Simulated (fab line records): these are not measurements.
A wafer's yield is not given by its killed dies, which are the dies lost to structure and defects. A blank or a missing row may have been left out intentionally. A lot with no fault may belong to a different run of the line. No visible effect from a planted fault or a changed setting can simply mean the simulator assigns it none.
A lot that was struck, set against a sound lot ; flow berkeley cmos170 ; 14 steps out of a route of 331
Sound: the wafers L463.1, L463.3, L463.4. Wafers struck: L453.3, L453.4, L453.5. The cause is named last.
At each step with rows: each side's tool, then ch and its chambers, then its first start. Under that, the readings that differ: sound wafers ; struck wafers ; difference of the means ; sigmas: that difference in standard deviations of wafers without a fault.
alike: a reading whose means differ by less than 2 such deviations, as well as words and numbers matching on both sides. not compared: withheld readings; readings where some wafer has no value; bounds like >300 that might hide an equal value; numbers whose values overlap and for which the record gives no deviation.
Wherever a step has rows on one side only, a row that says differs or no value, or a row with sigmas, the two part there. Non-overlapping numbers with no deviation appear without sigmas and do not part them. A reading missing from all wafers of one side parts the sides only when that side holds two or more wafers.

first, 2 steps without rows for these wafers: UCB170_FIELD_CLEAN_00 (cleans in dHF, time 7.5 s); UCB170_FIELD_OXIDATION_01 (target thk 558.3 nm, ox time 7200 s).
UCB170_FIELD_THK_MEAS_02:
  struck on film metro-02, day 7 21:41; sound on film metro-02, day 10 01:56
  alike: FIELD_OXIDE_THK
then, 4 steps without rows for these wafers: UCB170_FIELD_ANNEAL_03 (time 1200 s); UCB170_FIELD_WET_ETCH_04 (etches SiO2 in dHF, time 60 s); UCB170_FIELD_WET_ETCH_05 (etches Si3N4 in H3PO4, time 12600 s); UCB170_FIELD_WET_ETCH_06 (etches SiO2 in BOE, time 22 s).
UCB170_FIELD_THK_MEAS_90:
  struck on film metro-01, day 8 03:59; sound on film metro-01, day 10 18:22
  alike: FIELD_OXIDE_LEFT_1_THK
then, 2 steps without rows for these wafers: UCB170_SACOX_CLEAN_00 (cleans in dHF, time 7.5 s); UCB170_SACOX_OXIDATION_01 (target thk 14.4 nm, ox time 2400 s).
UCB170_SACOX_THK_MEAS_02:
  struck on film metro-02, day 8 15:38; sound on film metro-04, day 11 03:34
  alike: SACOX_OXIDE_THK
then, 1 step without rows for these wafers: UCB170_SCREENOX_WET_ETCH_00 (etches SiO2 in dHF, time 200 s).
UCB170_SCREENOX_OXIDATION_01: target thk 14.4 nm, ox time 2400 s.
  sound on furnace-04 ch 0, day 11 07:40; struck on furnace-04, day 8 23:15
  no value came back on the struck wafers for ox temp c (C), ox temp c max, tube center temp C (C); on the sound wafers ox temp c (C) reads 900.2 900.0 899.9
then, 1 step without rows for these wafers: UCB170_SCREENOX_ANNEAL_03 (time 900 s).

WHERE THEY PART
Only at UCB170_SCREENOX_OXIDATION_01, as far as this record shows.

WHY: what had been put in by the simulator
Skipped step whole: furnace-04, from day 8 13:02 on, at UCB170_SCREENOX_OXIDATION_01. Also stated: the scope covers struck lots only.
